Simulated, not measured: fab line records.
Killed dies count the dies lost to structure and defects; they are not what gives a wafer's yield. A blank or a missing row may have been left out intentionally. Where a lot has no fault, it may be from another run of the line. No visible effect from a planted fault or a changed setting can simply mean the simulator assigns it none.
Which of the tools did it? :: flow berkeley_cmos170 :: 13 lots with 39 wafers sampled at 4 steps, on a route of 331 steps

## WHAT THE GAUGES READ, wafer by wafer
UCB170_PWELL_THK_MEAS_06. Usual: PWELL_NITRIDE_THK 218.9 nm, standard deviation 2.5.
lot: L994
measured: day 3 07:13
on: film_metro-03
PWELL_NITRIDE_THK (nm): 219.3 217.8 219.6
flag: 

lot: L996
measured: day 3 07:13
on: film_metro-04
PWELL_NITRIDE_THK (nm): 216.9 217.4 217.2
flag: 

lot: L997
measured: day 3 16:44
on: film_metro-04
PWELL_NITRIDE_THK (nm): 220.2 219.9 222.4
flag: 

lot: L998
measured: day 3 23:52
on: film_metro-03
PWELL_NITRIDE_THK (nm): 217.0 215.7 218.1
flag: 

lot: L100
measured: day 4 07:20
on: film_metro-04
PWELL_NITRIDE_THK (nm): 219.8 218.9 219.3
flag: 

lot: L102
measured: day 4 20:13
on: film_metro-01
PWELL_NITRIDE_THK (nm): 220.1 221.7 223.3
flag: 

lot: L103
measured: day 4 20:13
on: film_metro-03
PWELL_NITRIDE_THK (nm): 225.9 225.4 224.1
flag: 

lot: L104
measured: day 5 05:44
on: film_metro-01
PWELL_NITRIDE_THK (nm): 219.7 217.7 218.6
flag: 

lot: L106
measured: day 5 05:44
on: film_metro-03
PWELL_NITRIDE_THK (nm): 218.7 219.0 220.5
flag: 

lot: L111
measured: day 6 06:37
on: film_metro-04
PWELL_NITRIDE_THK (nm): 209.7 208.7 210.1
flag: OFF

lot: L116
measured: day 7 12:44
on: film_metro-03
PWELL_NITRIDE_THK (nm): 219.1 216.9 216.8
flag: 

lot: L115
measured: day 7 15:37
on: film_metro-03
PWELL_NITRIDE_THK (nm): 217.6 219.3 219.4
flag: 

lot: L117
measured: day 7 15:37
on: film_metro-04
PWELL_NITRIDE_THK (nm): 219.1 220.9 220.2
flag: 

UCB170_WELLDRIVE_THK_MEAS_02. Usual: WELLDRIVE_OXIDE_THK 200 nm, standard deviation 3.9.
lot: L994
measured: day 3 19:03
on: film_metro-03
WELLDRIVE_OXIDE_THK (nm): 204 201 204
flag: 

lot: L996
measured: day 3 21:47
on: film_metro-02
WELLDRIVE_OXIDE_THK (nm): 194 194 194
flag: 

lot: L997
measured: day 4 05:29
on: film_metro-02
WELLDRIVE_OXIDE_THK (nm): 199 200 198
flag: 

lot: L998
measured: day 4 11:13
on: film_metro-04
WELLDRIVE_OXIDE_THK (nm): 205 204 203
flag: 

lot: L100
measured: day 4 20:07
on: film_metro-03
WELLDRIVE_OXIDE_THK (nm): 201 205 202
flag: 

lot: L102
measured: day 5 09:53
on: film_metro-03
WELLDRIVE_OXIDE_THK (nm): 197 201 201
flag: 

lot: L103
measured: day 5 09:53
on: film_metro-02
WELLDRIVE_OXIDE_THK (nm): 197 199 199
flag: 

lot: L104
measured: day 5 15:55
on: film_metro-04
WELLDRIVE_OXIDE_THK (nm): 193 191 196
flag: 

lot: L106
measured: day 5 15:56
on: film_metro-02
WELLDRIVE_OXIDE_THK (nm): 202 201 201
flag: 

lot: L111
measured: day 6 20:24
on: film_metro-04
WELLDRIVE_OXIDE_THK (nm): 201 201 201
flag: 

lot: L116
measured: day 8 00:05
on: film_metro-04
WELLDRIVE_OXIDE_THK (nm): 201 199 197
flag: 

lot: L115
measured: day 8 04:07
on: film_metro-03
WELLDRIVE_OXIDE_THK (nm): 206 206 206
flag: 

lot: L117
measured: day 8 04:07
on: film_metro-04
WELLDRIVE_OXIDE_THK (nm): 204 205 205
flag: 

UCB170_PFIELD_OVL_MEAS_06. Usual: PFIELD_OVL 0 nm, standard deviation 5.4.
lot: L994
measured: day 4 15:37
on: overlay-02
PFIELD_OVL (nm): 2 0 -2
flag: 

lot: L996
measured: day 4 16:26
on: overlay-02
PFIELD_OVL (nm): 2 -3 0
flag: 

lot: L997
measured: day 4 20:14
on: overlay-02
PFIELD_OVL (nm): 2 -5 -5
flag: 

lot: L998
measured: day 5 02:58
on: overlay-01
PFIELD_OVL (nm): -6 -3 -3
flag: 

lot: L100
measured: day 5 14:10
on: overlay-02
PFIELD_OVL (nm): -1 -5 2
flag: 

lot: L102
measured: day 6 04:24
on: overlay-01
PFIELD_OVL (nm): 1 -5 0
flag: 

lot: L103
measured: day 6 05:11
on: overlay-01
PFIELD_OVL (nm): -5 6 0
flag: 

lot: L104
measured: day 6 09:24
on: overlay-01
PFIELD_OVL (nm): -5 -2 6
flag: 

lot: L106
measured: day 6 09:47
on: overlay-02
PFIELD_OVL (nm): -2 -2 -4
flag: 

lot: L111
measured: day 7 15:29
on: overlay-01
PFIELD_OVL (nm): 1 7 1
flag: 

lot: L116
measured: day 8 14:19
on: overlay-01
PFIELD_OVL (nm): 7 11 14
flag: 

lot: L115
measured: day 8 23:19
on: overlay-02
PFIELD_OVL (nm): 1 2 4
flag: 

lot: L117
measured: day 8 23:41
on: overlay-01
PFIELD_OVL (nm): -7 -14 -7
flag: 

## EACH LOT AND THE TOOL THAT RAN IT (in order: tool; ch and the chambers of the sampled wafers; start)
lot: L994
UCB170_PWELL_CVD_05: lpcvd-01 ch 0, day 3 05:17

lot: L996
UCB170_PWELL_CVD_05: lpcvd-01 ch 0, day 3 05:17

lot: L997
UCB170_PWELL_CVD_05: lpcvd-01 ch 1, day 3 14:49

lot: L998
UCB170_PWELL_CVD_05: lpcvd-01 ch 1, day 3 21:56

lot: L100
UCB170_PWELL_CVD_05: lpcvd-01 ch 1, day 4 04:28

lot: L102
UCB170_PWELL_CVD_05: lpcvd-02 ch 1, day 4 18:18

lot: L103
UCB170_PWELL_CVD_05: lpcvd-02 ch 0, day 4 18:18

lot: L104
UCB170_PWELL_CVD_05: lpcvd-02 ch 1, day 5 03:49

lot: L106
UCB170_PWELL_CVD_05: lpcvd-02 ch 1, day 5 03:49

lot: L111
UCB170_PWELL_CVD_05: lpcvd-01 ch 1, day 6 04:42

lot: L116
UCB170_PWELL_CVD_05: lpcvd-02 ch 0, day 7 09:52

lot: L115
UCB170_PWELL_CVD_05: lpcvd-02 ch 1, day 7 12:44

lot: L117
UCB170_PWELL_CVD_05: lpcvd-02 ch 0, day 7 12:44
- UCB170_PWELL_CVD_05: deposits Si3N4 from SiH2Cl2/NH3, target thk 220 nm, time 3300 s.

## AS READ BY THE TOOLS THEMSELVES (means over the sampled wafers that have a number; for cases with no such wafer, the mark the record gives instead)
UCB170_PWELL_CVD_05. Usual: nh3_flow_sccm at 75.01 sccm, with a standard deviation of 0.18.
lot: L994
tool: lpcvd-01
nh3_flow_sccm (sccm): 74.93
flag: 

lot: L996
tool: lpcvd-01
nh3_flow_sccm (sccm): 75.10
flag: 

lot: L997
tool: lpcvd-01
nh3_flow_sccm (sccm): 74.97
flag: 

lot: L998
tool: lpcvd-01
nh3_flow_sccm (sccm): 75.01
flag: 

lot: L100
tool: lpcvd-01
nh3_flow_sccm (sccm): 75.13
flag: 

lot: L102
tool: lpcvd-02
nh3_flow_sccm (sccm): 75.01
flag: 

lot: L103
tool: lpcvd-02
nh3_flow_sccm (sccm): 75.08
flag: 

lot: L104
tool: lpcvd-02
nh3_flow_sccm (sccm): 74.87
flag: 

lot: L106
tool: lpcvd-02
nh3_flow_sccm (sccm): 75.00
flag: 

lot: L111
tool: lpcvd-01
nh3_flow_sccm (sccm): 74.78
flag: 

lot: L116
tool: lpcvd-02
nh3_flow_sccm (sccm): 75.17
flag: 

lot: L115
tool: lpcvd-02
nh3_flow_sccm (sccm): 75.22
flag: 

lot: L117
tool: lpcvd-02
nh3_flow_sccm (sccm): 75.26
flag: 

## THE ANSWER, worked out from the rows above alone
Rule: a lot counts as off when the mean over its wafers that have a number is more than 3 standard deviations away from the usual mean. Also off: a lot with no number at a reading for which 4 or more lots have one. Any other lot the step has rows for is counted as sound. First the gauges in route order, then the tools' own readings, where a lot's mean is used as printed above. At the first step where some lot is off, the reading lying furthest off is the one used; lots without a number count as furthest.
Off: L111, at UCB170_PWELL_THK_MEAS_06 (PWELL_NITRIDE_THK).
A tool fits if, at a process step before that reading, it ran every lot that is off, and no sound lot after the first of them. Gauges at UCB170_PWELL_THK_MEAS_06: tried the same way as those tools. One candidate fits, namely lpcvd-01 at UCB170_PWELL_CVD_05. A fault onset in the window from L100 (day 4 04:28, its last sound lot) to L111 (day 6 04:42, its first lot off) fits.

## WHAT THE SIMULATOR PUT IN
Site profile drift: lpcvd-01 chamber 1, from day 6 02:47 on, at UCB170_PWELL_CVD_05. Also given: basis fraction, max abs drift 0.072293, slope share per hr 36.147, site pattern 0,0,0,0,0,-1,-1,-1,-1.
Lots struck among those shown: L111. The rule given above showed the same thing.
